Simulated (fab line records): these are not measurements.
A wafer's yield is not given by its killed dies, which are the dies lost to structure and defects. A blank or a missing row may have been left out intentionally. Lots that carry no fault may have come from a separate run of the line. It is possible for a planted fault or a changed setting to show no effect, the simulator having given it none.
fab line records :: flow rit-cmos
record:
  lots: 7
  wafers: 21
  last-day: 7
route steps=202 shown NSD@133 PSD@142 M1@202
lots that met no fault: from a run of the same line without faults
start-h: the number of hours between the record's first day and the start of the first shown wafer of the lot :: wait-h: how many hours have passed since the lot's step before this one :: " identical to the entry in the row above :: L1.1+2: several wafers, shown together as one row :: - either no value or no given start :: * or withheld: withheld :: < > ~ a bound
route shown NAME@n: names a module that has steps shown in the file, with the first one's number in the route :: usual: the fault-free wafers' mean and standard deviation :: same: alike in all rows :: chamber/n: place in a boat :: sites: the reading at each site :: _std_site: standard deviation across them :: _edge_site: outer sites' mean less inner sites' :: radius-mm: how far each site lies from the wafer's centre :: mask NAME#n: copy n :: behind: the last tool/chamber to shape the wafer :: hold: cause of the lot's hold/its duration in hours/its outcome :: device: the n, p or np transistor that did not switch :: end of line: tests of these same wafers at the route's end :: where a step has no rows: the recipe by itself :: killed: dies lost to structure and defects at the first sort, not the wafer's yield :: map: a wafer's dies, marking killed ones x, the rest . and places with no die _
set.NAME: the setting that was run; set.NAME@STEP: the one run at that earlier step :: model.NAME: the simulator's own value behind a step, which no gauge read
lots at some steps of the route; a table a step, a row a wafer
services: the hour from which a tool's chamber was out of use, counted from the record's first day as start-h (under 0 if before that day), plus the number of hours and why
== steps ==
step: RIT_NSD_SOFTBAKE_02
recipe:
  resist: NOVOLAK
  temp-c: 90
  time-s: 60
step: RIT_NSD_EXPOSE_03
recipe:
  mask-id: M9
  na: 0.57
  target-cd-nm: 40700
  dose-mj: 250
step: RIT_NSD_PEB_04
recipe:
  resist: NOVOLAK
  temp-c: withheld
  time-s: withheld
step: RIT_NSD_DEVELOP_05
recipe:
  resist: NOVOLAK
  develop-time-s: 50
  dev-temp-c: 23
step: RIT_NSD_OVL_MEAS_06
usual:
  NSD_OVL: 0.2/1.5
lot.wafer: L671.3
tool: overlay-02
chamber: -
start-h: 63.08
wait-h: -
NSD_OVL[nm]: 1.8

lot.wafer: L671.4
tool: overlay-02
chamber: -
start-h: 63.08
wait-h: -
NSD_OVL[nm]: 1.4

lot.wafer: L671.6
tool: overlay-02
chamber: -
start-h: 63.08
wait-h: -
NSD_OVL[nm]: 1.8

lot.wafer: L672.1
tool: overlay-02
chamber: -
start-h: 67.72
wait-h: -
NSD_OVL[nm]: 1.0

lot.wafer: L672.3
tool: overlay-02
chamber: -
start-h: 67.72
wait-h: -
NSD_OVL[nm]: 3.1

lot.wafer: L672.4
tool: overlay-02
chamber: -
start-h: 67.72
wait-h: -
NSD_OVL[nm]: 1.5

lot.wafer: L676.1
tool: overlay-02
chamber: -
start-h: 87.36
wait-h: -
NSD_OVL[nm]: 1.7

lot.wafer: L676.2
tool: overlay-02
chamber: -
start-h: 87.36
wait-h: -
NSD_OVL[nm]: -0.4

lot.wafer: L676.6
tool: overlay-02
chamber: -
start-h: 87.36
wait-h: -
NSD_OVL[nm]: 0.8

lot.wafer: L680.2
tool: overlay-01
chamber: -
start-h: 110.56
wait-h: -
NSD_OVL[nm]: 1.6

lot.wafer: L680.3
tool: overlay-01
chamber: -
start-h: 110.56
wait-h: -
NSD_OVL[nm]: 1.7

lot.wafer: L680.6
tool: overlay-01
chamber: -
start-h: 110.56
wait-h: -
NSD_OVL[nm]: 2.0

lot.wafer: L682.1
tool: overlay-02
chamber: -
start-h: 118.89
wait-h: -
NSD_OVL[nm]: -1.8

lot.wafer: L682.2
tool: overlay-02
chamber: -
start-h: 118.89
wait-h: -
NSD_OVL[nm]: -1.8

lot.wafer: L682.3
tool: overlay-02
chamber: -
start-h: 118.89
wait-h: -
NSD_OVL[nm]: -1.4

lot.wafer: L681.1
tool: overlay-02
chamber: -
start-h: 119.71
wait-h: -
NSD_OVL[nm]: 0.8

lot.wafer: L681.5
tool: overlay-02
chamber: -
start-h: 119.71
wait-h: -
NSD_OVL[nm]: -0.1

lot.wafer: L681.6
tool: overlay-02
chamber: -
start-h: 119.71
wait-h: -
NSD_OVL[nm]: 0.4

lot.wafer: L688.1
tool: overlay-02
chamber: -
start-h: 146.42
wait-h: -
NSD_OVL[nm]: 1.7

lot.wafer: L688.4
tool: overlay-02
chamber: -
start-h: 146.42
wait-h: -
NSD_OVL[nm]: -0.2

lot.wafer: L688.5
tool: overlay-02
chamber: -
start-h: 146.42
wait-h: -
NSD_OVL[nm]: 1.3
step: RIT_NSD_HARDBAKE_07
recipe:
  resist: NOVOLAK
  temp-c: 140
  time-s: 60
step: RIT_NSD_IMPLANT_08
recipe:
  species: P
  energy-kev: 25
  dose-cm2: 1e+15
  tilt-deg: 7
step: RIT_NSD_STRIP_09
recipe:
  chemistry: O2
  time-s: 180
  resist: NOVOLAK
  platen-temp-c: withheld
  power-w: 500
  pressure-mtorr: 4000
  o2-flow-sccm: 4000
usual:
  drypump-motor-current-A: 5.4/0.37
lot.wafer: L671.3
tool: plasma-asher-04
chamber: 0
start-h: 63.46
wait-h: 0.1
drypump-motor-current-A: 5.9
rf-hours-counter-h: -

lot.wafer: L671.4
tool: plasma-asher-04
chamber: 1
start-h: 63.46
wait-h: 0.1
drypump-motor-current-A: 5.4
rf-hours-counter-h: -

lot.wafer: L671.6
tool: plasma-asher-04
chamber: 0
start-h: 63.46
wait-h: 0.1
drypump-motor-current-A: 5.9
rf-hours-counter-h: -

lot.wafer: L672.1
tool: plasma-asher-04
chamber: 1
start-h: 68.06
wait-h: 0.1
drypump-motor-current-A: 5.3
rf-hours-counter-h: 44

lot.wafer: L672.3
tool: plasma-asher-04
chamber: 1
start-h: 68.06
wait-h: 0.1
drypump-motor-current-A: 5.3
rf-hours-counter-h: -

lot.wafer: L672.4
tool: plasma-asher-04
chamber: 0
start-h: 68.06
wait-h: 0.1
drypump-motor-current-A: 5.9
rf-hours-counter-h: -

lot.wafer: L676.1
tool: plasma-asher-01
chamber: 1
start-h: 87.70
wait-h: 0.1
drypump-motor-current-A: 5.6
rf-hours-counter-h: 45

lot.wafer: L676.2
tool: plasma-asher-01
chamber: 0
start-h: 87.70
wait-h: 0.1
drypump-motor-current-A: 5.3
rf-hours-counter-h: 45

lot.wafer: L676.6
tool: plasma-asher-01
chamber: 0
start-h: 87.70
wait-h: 0.1
drypump-motor-current-A: 5.3
rf-hours-counter-h: -

lot.wafer: L680.2
tool: plasma-asher-02
chamber: 0
start-h: 110.89
wait-h: 0.1
drypump-motor-current-A: 5.7
rf-hours-counter-h: 32

lot.wafer: L680.3
tool: plasma-asher-02
chamber: 1
start-h: 110.89
wait-h: 0.1
drypump-motor-current-A: 4.8
rf-hours-counter-h: -

lot.wafer: L680.6
tool: plasma-asher-02
chamber: 1
start-h: 110.89
wait-h: 0.1
drypump-motor-current-A: 4.7
rf-hours-counter-h: -

lot.wafer: L682.1
tool: plasma-asher-04
chamber: 1
start-h: 119.23
wait-h: 0.1
drypump-motor-current-A: 5.3
rf-hours-counter-h: 0

lot.wafer: L682.2
tool: plasma-asher-04
chamber: 0
start-h: 119.23
wait-h: 0.1
drypump-motor-current-A: 5.9
rf-hours-counter-h: 0

lot.wafer: L682.3
tool: plasma-asher-04
chamber: 0
start-h: 119.23
wait-h: 0.1
drypump-motor-current-A: 5.9
rf-hours-counter-h: -

lot.wafer: L681.1
tool: plasma-asher-01
chamber: 1
start-h: 120.04
wait-h: 0.1
drypump-motor-current-A: 5.5
rf-hours-counter-h: 48

lot.wafer: L681.5
tool: plasma-asher-01
chamber: 0
start-h: 120.04
wait-h: 0.1
drypump-motor-current-A: 5.3
rf-hours-counter-h: -

lot.wafer: L681.6
tool: plasma-asher-01
chamber: 1
start-h: 120.04
wait-h: 0.1
drypump-motor-current-A: 5.5
rf-hours-counter-h: -

lot.wafer: L688.1
tool: plasma-asher-02
chamber: 0
start-h: 146.76
wait-h: 0.1
drypump-motor-current-A: 5.7
rf-hours-counter-h: 36

lot.wafer: L688.4
tool: plasma-asher-02
chamber: 0
start-h: 146.76
wait-h: 0.1
drypump-motor-current-A: 5.7
rf-hours-counter-h: -

lot.wafer: L688.5
tool: plasma-asher-02
chamber: 0
start-h: 146.76
wait-h: 0.1
drypump-motor-current-A: 5.7
rf-hours-counter-h: -
step: RIT_NSD_TW_MEAS_10
usual:
  NSD_TW: 3112/17
lot.wafer: L671.3
tool: film-metro-02
chamber: -
start-h: 63.60
wait-h: 0.1
NSD_TW: 3120

lot.wafer: L671.4
tool: film-metro-02
chamber: -
start-h: 63.60
wait-h: 0.1
NSD_TW: 3100

lot.wafer: L671.6
tool: film-metro-02
chamber: -
start-h: 63.60
wait-h: 0.1
NSD_TW: 3115

lot.wafer: L672.1
tool: film-metro-02
chamber: -
start-h: 68.23
wait-h: 0.1
NSD_TW: 3120

lot.wafer: L672.3
tool: film-metro-02
chamber: -
start-h: 68.23
wait-h: 0.1
NSD_TW: 3118

lot.wafer: L672.4
tool: film-metro-02
chamber: -
start-h: 68.23
wait-h: 0.1
NSD_TW: 3099

lot.wafer: L676.1
tool: film-metro-01
chamber: -
start-h: 87.87
wait-h: 0.1
NSD_TW: 3126

lot.wafer: L676.2
tool: film-metro-01
chamber: -
start-h: 87.87
wait-h: 0.1
NSD_TW: 3123

lot.wafer: L676.6
tool: film-metro-01
chamber: -
start-h: 87.87
wait-h: 0.1
NSD_TW: 3115

lot.wafer: L680.2
tool: film-metro-02
chamber: -
start-h: 111.08
wait-h: 0.1
NSD_TW: 3104

lot.wafer: L680.3
tool: film-metro-02
chamber: -
start-h: 111.08
wait-h: 0.1
NSD_TW: 3104

lot.wafer: L680.6
tool: film-metro-02
chamber: -
start-h: 111.08
wait-h: 0.1
NSD_TW: 3112

lot.wafer: L682.1
tool: film-metro-04
chamber: -
start-h: 119.41
wait-h: 0.1
NSD_TW: 3102

lot.wafer: L682.2
tool: film-metro-04
chamber: -
start-h: 119.41
wait-h: 0.1
NSD_TW: 3112

lot.wafer: L682.3
tool: film-metro-04
chamber: -
start-h: 119.41
wait-h: 0.1
NSD_TW: 3100

lot.wafer: L681.1
tool: film-metro-02
chamber: -
start-h: 120.22
wait-h: 0.1
NSD_TW: 3142

lot.wafer: L681.5
tool: film-metro-02
chamber: -
start-h: 120.22
wait-h: 0.1
NSD_TW: 3120

lot.wafer: L681.6
tool: film-metro-02
chamber: -
start-h: 120.22
wait-h: 0.1
NSD_TW: 3127

lot.wafer: L688.1
tool: film-metro-01
chamber: -
start-h: 146.93
wait-h: 0.1
NSD_TW: 3113

lot.wafer: L688.4
tool: film-metro-01
chamber: -
start-h: 146.93
wait-h: 0.1
NSD_TW: 3111

lot.wafer: L688.5
tool: film-metro-01
chamber: -
start-h: 146.93
wait-h: 0.1
NSD_TW: 3104
step: RIT_PSD_HMDS_00
recipe:
  prime-time-s: 60
  prime-temp-c: 140
step: RIT_PSD_COAT_01
recipe:
  resist: NOVOLAK
  spin-rpm: 3250
  resist-thk-nm: 1000
step: RIT_PSD_SOFTBAKE_02
recipe:
  resist: NOVOLAK
  temp-c: 90
  time-s: 60
step: RIT_PSD_EXPOSE_03
recipe:
  mask-id: M10
  na: 0.57
  target-cd-nm: 40900
  dose-mj: 250
usual:
  focus-offset-nm: 0.0/0.5
same:
  na: 0.57
lot.wafer: L671.3
tool: iline-stepper-01
chamber: 0
start-h: 64.25
wait-h: 0.2
mask: M10#0
focus-offset-nm: 0.1
model.PSD.overlay-x-nm: -0.2951

lot.wafer: L671.4
tool: iline-stepper-01
chamber: 0
start-h: 64.25
wait-h: 0.2
mask: M10#0
focus-offset-nm: -0.4
model.PSD.overlay-x-nm: -0.2951

lot.wafer: L671.6
tool: iline-stepper-01
chamber: 0
start-h: 64.25
wait-h: 0.2
mask: M10#0
focus-offset-nm: -0.1
model.PSD.overlay-x-nm: -0.2951

lot.wafer: L672.1
tool: iline-stepper-01
chamber: 0
start-h: 68.74
wait-h: 0.1
mask: M10#0
focus-offset-nm: 0.9
model.PSD.overlay-x-nm: 1.728

lot.wafer: L672.3
tool: iline-stepper-01
chamber: 0
start-h: 68.74
wait-h: 0.1
mask: M10#0
focus-offset-nm: 0.7
model.PSD.overlay-x-nm: 1.728

lot.wafer: L672.4
tool: iline-stepper-01
chamber: 0
start-h: 68.74
wait-h: 0.1
mask: M10#0
focus-offset-nm: 0.0
model.PSD.overlay-x-nm: 1.728

lot.wafer: L676.1
tool: iline-stepper-01
chamber: 0
start-h: 88.51
wait-h: 0.2
mask: M10#0
focus-offset-nm: 0.0
model.PSD.overlay-x-nm: 3539

lot.wafer: L676.2
tool: iline-stepper-01
chamber: 0
start-h: 88.51
wait-h: 0.2
mask: M10#0
focus-offset-nm: 0.3
model.PSD.overlay-x-nm: 3539

lot.wafer: L676.6
tool: iline-stepper-01
chamber: 0
start-h: 88.51
wait-h: 0.2
mask: M10#0
focus-offset-nm: 0.7
model.PSD.overlay-x-nm: 3539

lot.wafer: L680.2
tool: iline-stepper-01
chamber: 0
start-h: 111.72
wait-h: 0.2
mask: M10#0
focus-offset-nm: -0.1
model.PSD.overlay-x-nm: 3536

lot.wafer: L680.3
tool: iline-stepper-01
chamber: 0
start-h: 111.72
wait-h: 0.2
mask: M10#0
focus-offset-nm: -0.4
model.PSD.overlay-x-nm: 3536

lot.wafer: L680.6
tool: iline-stepper-01
chamber: 0
start-h: 111.72
wait-h: 0.2
mask: M10#0
focus-offset-nm: -1.0
model.PSD.overlay-x-nm: 3536

lot.wafer: L682.1
tool: iline-stepper-02
chamber: 0
start-h: 120.19
wait-h: 0.2
mask: M10#0
focus-offset-nm: 0.0
model.PSD.overlay-x-nm: 1.057

lot.wafer: L682.2
tool: iline-stepper-02
chamber: 0
start-h: 120.19
wait-h: 0.2
mask: M10#0
focus-offset-nm: -0.3
model.PSD.overlay-x-nm: 1.057

lot.wafer: L682.3
tool: iline-stepper-02
chamber: 0
start-h: 120.19
wait-h: 0.2
mask: M10#0
focus-offset-nm: 0.1
model.PSD.overlay-x-nm: 1.057

lot.wafer: L681.1
tool: iline-stepper-01
chamber: 0
start-h: 120.85
wait-h: 0.2
mask: M10#0
focus-offset-nm: 0.7
model.PSD.overlay-x-nm: 3538

lot.wafer: L681.5
tool: iline-stepper-01
chamber: 0
start-h: 120.85
wait-h: 0.2
mask: M10#0
focus-offset-nm: 0.3
model.PSD.overlay-x-nm: 3538

lot.wafer: L681.6
tool: iline-stepper-01
chamber: 0
start-h: 120.85
wait-h: 0.2
mask: M10#0
focus-offset-nm: 0.9
model.PSD.overlay-x-nm: 3538

lot.wafer: L688.1
tool: iline-stepper-02
chamber: 0
start-h: 147.44
wait-h: 0.1
mask: M10#0
focus-offset-nm: 0.5
model.PSD.overlay-x-nm: -1.743

lot.wafer: L688.4
tool: iline-stepper-02
chamber: 0
start-h: 147.44
wait-h: 0.1
mask: M10#0
focus-offset-nm: 0.1
model.PSD.overlay-x-nm: -1.743

lot.wafer: L688.5
tool: iline-stepper-02
chamber: 0
start-h: 147.44
wait-h: 0.1
mask: M10#0
focus-offset-nm: 0.0
model.PSD.overlay-x-nm: -1.743
step: RIT_PSD_PEB_04
recipe:
  resist: NOVOLAK
  temp-c: withheld
  time-s: withheld
step: RIT_PSD_DEVELOP_05
recipe:
  resist: NOVOLAK
  develop-time-s: 50
  dev-temp-c: 23
step: RIT_PSD_OVL_MEAS_06
usual:
  PSD_OVL: 0.0/1.3
lot.wafer: L671.3
tool: overlay-01
chamber: -
start-h: 64.63
wait-h: -
hold: -
PSD_OVL[nm]: 0.0

lot.wafer: L671.4
tool: overlay-01
chamber: -
start-h: 64.63
wait-h: -
hold: -
PSD_OVL[nm]: -1.1

lot.wafer: L671.6
tool: overlay-01
chamber: -
start-h: 64.63
wait-h: -
hold: -
PSD_OVL[nm]: -1.4

lot.wafer: L672.1
tool: overlay-01
chamber: -
start-h: 69.14
wait-h: -
hold: -
PSD_OVL[nm]: 0.9

lot.wafer: L672.3
tool: overlay-01
chamber: -
start-h: 69.14
wait-h: -
hold: -
PSD_OVL[nm]: 2.4

lot.wafer: L672.4
tool: overlay-01
chamber: -
start-h: 69.14
wait-h: -
hold: -
PSD_OVL[nm]: 1.6

lot.wafer: L676.1
tool: overlay-01
chamber: -
start-h: 88.91
wait-h: -
hold: await-dispo/0.2h/release
PSD_OVL[nm]: 3536.3

lot.wafer: L676.2
tool: overlay-01
chamber: -
start-h: 88.91
wait-h: -
hold: await-dispo/0.2h/release
PSD_OVL[nm]: 3535.7

lot.wafer: L676.6
tool: overlay-01
chamber: -
start-h: 88.91
wait-h: -
hold: await-dispo/0.2h/release
PSD_OVL[nm]: 3535.9

lot.wafer: L676.1
tool: overlay-01
chamber: -
start-h: 89.11
wait-h: 0.2
hold: -
PSD_OVL[nm]: 3538.5

lot.wafer: L676.2
tool: overlay-01
chamber: -
start-h: 89.11
wait-h: 0.2
hold: -
PSD_OVL[nm]: 3537.9

lot.wafer: L676.6
tool: overlay-01
chamber: -
start-h: 89.11
wait-h: 0.2
hold: -
PSD_OVL[nm]: 3538.4

lot.wafer: L680.2
tool: overlay-02
chamber: -
start-h: 112.11
wait-h: -
hold: await-dispo/0.2h/release
PSD_OVL[nm]: 3536.4

lot.wafer: L680.3
tool: overlay-02
chamber: -
start-h: 112.11
wait-h: -
hold: await-dispo/0.2h/release
PSD_OVL[nm]: 3536.1

lot.wafer: L680.6
tool: overlay-02
chamber: -
start-h: 112.11
wait-h: -
hold: await-dispo/0.2h/release
PSD_OVL[nm]: 3536.1

lot.wafer: L680.2
tool: overlay-02
chamber: -
start-h: 112.31
wait-h: 0.2
hold: -
PSD_OVL[nm]: 3538.9

lot.wafer: L680.3
tool: overlay-02
chamber: -
start-h: 112.31
wait-h: 0.2
hold: -
PSD_OVL[nm]: 3538.7

lot.wafer: L680.6
tool: overlay-02
chamber: -
start-h: 112.31
wait-h: 0.2
hold: -
PSD_OVL[nm]: 3538.7

lot.wafer: L682.1
tool: overlay-02
chamber: -
start-h: 120.59
wait-h: -
hold: -
PSD_OVL[nm]: 0.1

lot.wafer: L682.2
tool: overlay-02
chamber: -
start-h: 120.59
wait-h: -
hold: -
PSD_OVL[nm]: 1.6

lot.wafer: L682.3
tool: overlay-02
chamber: -
start-h: 120.59
wait-h: -
hold: -
PSD_OVL[nm]: 1.9

lot.wafer: L681.1
tool: overlay-02
chamber: -
start-h: 121.25
wait-h: -
hold: await-dispo/0.2h/release
PSD_OVL[nm]: 3536.8

lot.wafer: L681.5
tool: overlay-02
chamber: -
start-h: 121.25
wait-h: -
hold: await-dispo/0.2h/release
PSD_OVL[nm]: 3537.9

lot.wafer: L681.6
tool: overlay-02
chamber: -
start-h: 121.25
wait-h: -
hold: await-dispo/0.2h/release
PSD_OVL[nm]: 3537.7

lot.wafer: L681.1
tool: overlay-02
chamber: -
start-h: 121.46
wait-h: 0.2
hold: -
PSD_OVL[nm]: 3539.1

lot.wafer: L681.5
tool: overlay-02
chamber: -
start-h: 121.46
wait-h: 0.2
hold: -
PSD_OVL[nm]: 3540.2

lot.wafer: L681.6
tool: overlay-02
chamber: -
start-h: 121.46
wait-h: 0.2
hold: -
PSD_OVL[nm]: 3539.8

lot.wafer: L688.1
tool: overlay-01
chamber: -
start-h: 147.84
wait-h: -
hold: -
PSD_OVL[nm]: -0.6

lot.wafer: L688.4
tool: overlay-01
chamber: -
start-h: 147.84
wait-h: -
hold: -
PSD_OVL[nm]: -1.0

lot.wafer: L688.5
tool: overlay-01
chamber: -
start-h: 147.84
wait-h: -
hold: -
PSD_OVL[nm]: -1.5
step: RIT_M1_PROBE_99
usual:
  defect-limited-yield: 97.5/1.2
  killed_at_M0_to_M3: 0.0/0.22
  killed-at-front-end: 7/3.1
  killed-dies: 7/3.1
  killed-open: 3.2/2.1
  killed-short: 3.4/2
  sort_bin_3_pad_short: 0.1/0.2
  sort_bin_5_function: 1.5/0.82
  sort_bin_6_memory: 0.9/0.63
  sort-n-pass: 257/3.1
  sort-yield-pct: 97.5/1.2
same:
  gross-dies: 264
  killed_at_M4_up: 0
  killed-at-back-side: 0
  killed-at-contacts: 0
  killed-at-other: 0
lot.wafer: L671.3
tool: prober-01
chamber: -
start-h: 73.58
wait-h: 0.2
defect-limited-yield[%]: 97.7
killed_at_M0_to_M3: 0
killed-at-front-end: 6
killed-dies: 6
killed-open: 2
killed-short: 4
sort_bin_3_pad_short[%]: 0.4
sort_bin_5_function[%]: 1.5
sort_bin_6_memory[%]: 0.4
sort-n-pass: 258
sort-yield-pct[%]: 97.7

lot.wafer: L671.4
tool: prober-01
chamber: -
start-h: 73.63
wait-h: 0.2
defect-limited-yield[%]: 97.0
killed_at_M0_to_M3: 0
killed-at-front-end: 8
killed-dies: 8
killed-open: 3
killed-short: 5
sort_bin_3_pad_short[%]: 0
sort_bin_5_function[%]: 1.5
sort_bin_6_memory[%]: 1.5
sort-n-pass: 256
sort-yield-pct[%]: 97.0

lot.wafer: L671.6
tool: prober-01
chamber: -
start-h: 73.73
wait-h: 0.2
defect-limited-yield[%]: 97.0
killed_at_M0_to_M3: 0
killed-at-front-end: 8
killed-dies: 8
killed-open: 2
killed-short: 6
sort_bin_3_pad_short[%]: 0
sort_bin_5_function[%]: 2.3
sort_bin_6_memory[%]: 0.8
sort-n-pass: 256
sort-yield-pct[%]: 97.0

lot.wafer: L672.1
tool: prober-02
chamber: -
start-h: 78.09
wait-h: 0.1
defect-limited-yield[%]: 94.3
killed_at_M0_to_M3: 0
killed-at-front-end: 15
killed-dies: 15
killed-open: 6
killed-short: 9
sort_bin_3_pad_short[%]: 0.4
sort_bin_5_function[%]: 2.7
sort_bin_6_memory[%]: 2.7
sort-n-pass: 249
sort-yield-pct[%]: 94.3

lot.wafer: L672.3
tool: prober-02
chamber: -
start-h: 78.19
wait-h: 0.2
defect-limited-yield[%]: 97.0
killed_at_M0_to_M3: 0
killed-at-front-end: 8
killed-dies: 8
killed-open: 2
killed-short: 6
sort_bin_3_pad_short[%]: 0.4
sort_bin_5_function[%]: 0.8
sort_bin_6_memory[%]: 1.9
sort-n-pass: 256
sort-yield-pct[%]: 97.0

lot.wafer: L672.4
tool: prober-02
chamber: -
start-h: 78.24
wait-h: 0.2
defect-limited-yield[%]: 96.2
killed_at_M0_to_M3: 1
killed-at-front-end: 9
killed-dies: 10
killed-open: 4
killed-short: 6
sort_bin_3_pad_short[%]: 0
sort_bin_5_function[%]: 2.7
sort_bin_6_memory[%]: 1.1
sort-n-pass: 254
sort-yield-pct[%]: 96.2

lot.wafer: L682.1
tool: prober-01
chamber: -
start-h: 129.35
wait-h: 0.1
defect-limited-yield[%]: 99.2
killed_at_M0_to_M3: 0
killed-at-front-end: 2
killed-dies: 2
killed-open: 2
killed-short: 0
sort_bin_3_pad_short[%]: 0
sort_bin_5_function[%]: 0
sort_bin_6_memory[%]: 0.8
sort-n-pass: 262
sort-yield-pct[%]: 99.2

lot.wafer: L682.2
tool: prober-01
chamber: -
start-h: 129.40
wait-h: 0.1
defect-limited-yield[%]: 97.7
killed_at_M0_to_M3: 0
killed-at-front-end: 6
killed-dies: 6
killed-open: 2
killed-short: 4
sort_bin_3_pad_short[%]: 0.4
sort_bin_5_function[%]: 1.5
sort_bin_6_memory[%]: 0.4
sort-n-pass: 258
sort-yield-pct[%]: 97.7

lot.wafer: L682.3
tool: prober-01
chamber: -
start-h: 129.45
wait-h: 0.2
defect-limited-yield[%]: 97.7
killed_at_M0_to_M3: 0
killed-at-front-end: 6
killed-dies: 6
killed-open: 3
killed-short: 3
sort_bin_3_pad_short[%]: 0.4
sort_bin_5_function[%]: 1.1
sort_bin_6_memory[%]: 0.8
sort-n-pass: 258
sort-yield-pct[%]: 97.7

lot.wafer: L688.1
tool: prober-01
chamber: -
start-h: 156.42
wait-h: 0.1
defect-limited-yield[%]: 98.1
killed_at_M0_to_M3: 0
killed-at-front-end: 5
killed-dies: 5
killed-open: 2
killed-short: 3
sort_bin_3_pad_short[%]: 0.4
sort_bin_5_function[%]: 1.1
sort_bin_6_memory[%]: 0.4
sort-n-pass: 259
sort-yield-pct[%]: 98.1

lot.wafer: L688.4
tool: prober-01
chamber: -
start-h: 156.57
wait-h: 0.2
defect-limited-yield[%]: 98.1
killed_at_M0_to_M3: 0
killed-at-front-end: 5
killed-dies: 5
killed-open: 3
killed-short: 2
sort_bin_3_pad_short[%]: 0
sort_bin_5_function[%]: 0.8
sort_bin_6_memory[%]: 1.1
sort-n-pass: 259
sort-yield-pct[%]: 98.1

lot.wafer: L688.5
tool: prober-01
chamber: -
start-h: 156.62
wait-h: 0.2
defect-limited-yield[%]: 97.3
killed_at_M0_to_M3: 0
killed-at-front-end: 7
killed-dies: 7
killed-open: 1
killed-short: 6
sort_bin_3_pad_short[%]: 0.8
sort_bin_5_function[%]: 0.8
sort_bin_6_memory[%]: 1.1
sort-n-pass: 257
sort-yield-pct[%]: 97.3
killed by level:class
L671.3 GATE:geometric-particle:short=2 FOX1:geometric-particle:open=1 FOX1:geometric-particle:short=1 REOX:geometric-particle:short=1 REOX:geometric-particle:open=1
L671.4 GATE:geometric-particle:short=2 GATE:geometric-particle:open=2 FOX1:geometric-particle:short=1 FOX2:geometric-particle:short=1 FOX2:geometric-particle:open=1 REOX:geometric-particle:short=1
L671.6 GATE:geometric-particle:short=4 REOX:geometric-particle:short=2 FOX2:geometric-particle:open=1 REOX:geometric-particle:open=1
L672.1 GATE:geometric-particle:short=5 FOX2:geometric-particle:open=3 GATE:geometric-particle:open=3 SPACER:geometric-particle:short=2 FOX2:geometric-particle:short=1 SILICIDE:geometric-particle:short=1
L672.3 GATE:geometric-particle:short=5 FOX2:geometric-particle:short=1 GATE:geometric-particle:open=1 REOX:geometric-particle:open=1
L672.4 FOX1:geometric-particle:short=3 SPACER:geometric-particle:open=2 FOX1:geometric-particle:open=1 GATE:geometric-particle:short=1 REOX:geometric-particle:short=1 SPACER:geometric-particle:short=1 M1:geometric-particle:open=1
L682.1 GATE:geometric-particle:open=1 SPACER:geometric-particle:open=1
L682.2 GATE:geometric-particle:open=2 GATE:geometric-particle:short=2 REOX:geometric-particle:short=1 SILICIDE:geometric-particle:short=1
L682.3 GATE:geometric-particle:open=2 GATE:geometric-particle:short=2 REOX:geometric-particle:short=1 SILICIDE:geometric-particle:open=1
L688.1 FOX1:geometric-particle:short=2 FOX1:geometric-particle:open=1 FOX2:geometric-particle:open=1 SPACER:geometric-particle:short=1
L688.4 FOX1:geometric-particle:open=2 FOX2:geometric-particle:open=1 GATE:geometric-particle:short=1 SILICIDE:geometric-particle:short=1
L688.5 FOX2:geometric-particle:short=2 GATE:geometric-particle:short=2 FOX1:geometric-particle:short=1 REOX:geometric-particle:open=1 SPACER:geometric-particle:short=1
== services ==
tool: iline-stepper-02
chamber: -
start-h: 53.69
hours: 1.7
kind: pm

tool: plasma-asher-04
chamber: -
start-h: 108.75
hours: 9.0
kind: pm

tool: plasma-asher-04
chamber: 0
start-h: 108.75
hours: 9.0
kind: vent-cycle

tool: plasma-asher-04
chamber: 1
start-h: 108.75
hours: 9.0
kind: vent-cycle

tool: plasma-asher-02
chamber: -
start-h: 112.24
hours: 1.4
kind: repair

tool: plasma-asher-04
chamber: 0
start-h: 117.75
hours: -
kind: clean

tool: plasma-asher-04
chamber: 1
start-h: 117.75
hours: -
kind: clean

tool: iline-stepper-02
chamber: -
start-h: 129.54
hours: 4.4
kind: pm

tool: plasma-asher-02
chamber: -
start-h: 136.57
hours: 2.0
kind: repair
== key ==
first-sign:
  step: RIT_PSD_OVL_MEAS_06
  reading: visit
  direction: added
effect:
  step: RIT_PSD_OVL_MEAS_06
  reading: PSD_OVL
  direction: up
  sigmas: 99+
  usual: 0.0
  struck: 3536.5
model-effect:
  step: RIT_PSD_EXPOSE_03
  value: PSD.overlay-x-nm
  without: 0.4887
  struck: 3538
met-at RIT_PSD_EXPOSE_03
struck-wafers L676.1,L676.2,L676.6,L680.2,L680.3,L680.6,L681.1,L681.5,L681.6
scrapped-behind RIT_PSD_OVL_MEAS_06 L676.1,L676.2,L676.6,L680.2,L680.3,L680.6,L681.1,L681.5,L681.6
onset-between 68.74 88.51
fault:
  kind: scanner-matching-overlay
  tool: iline-stepper-01
  chamber: -
  onset-h: 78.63
  steps: RIT_PSD_EXPOSE_03
  offset: 3537.3
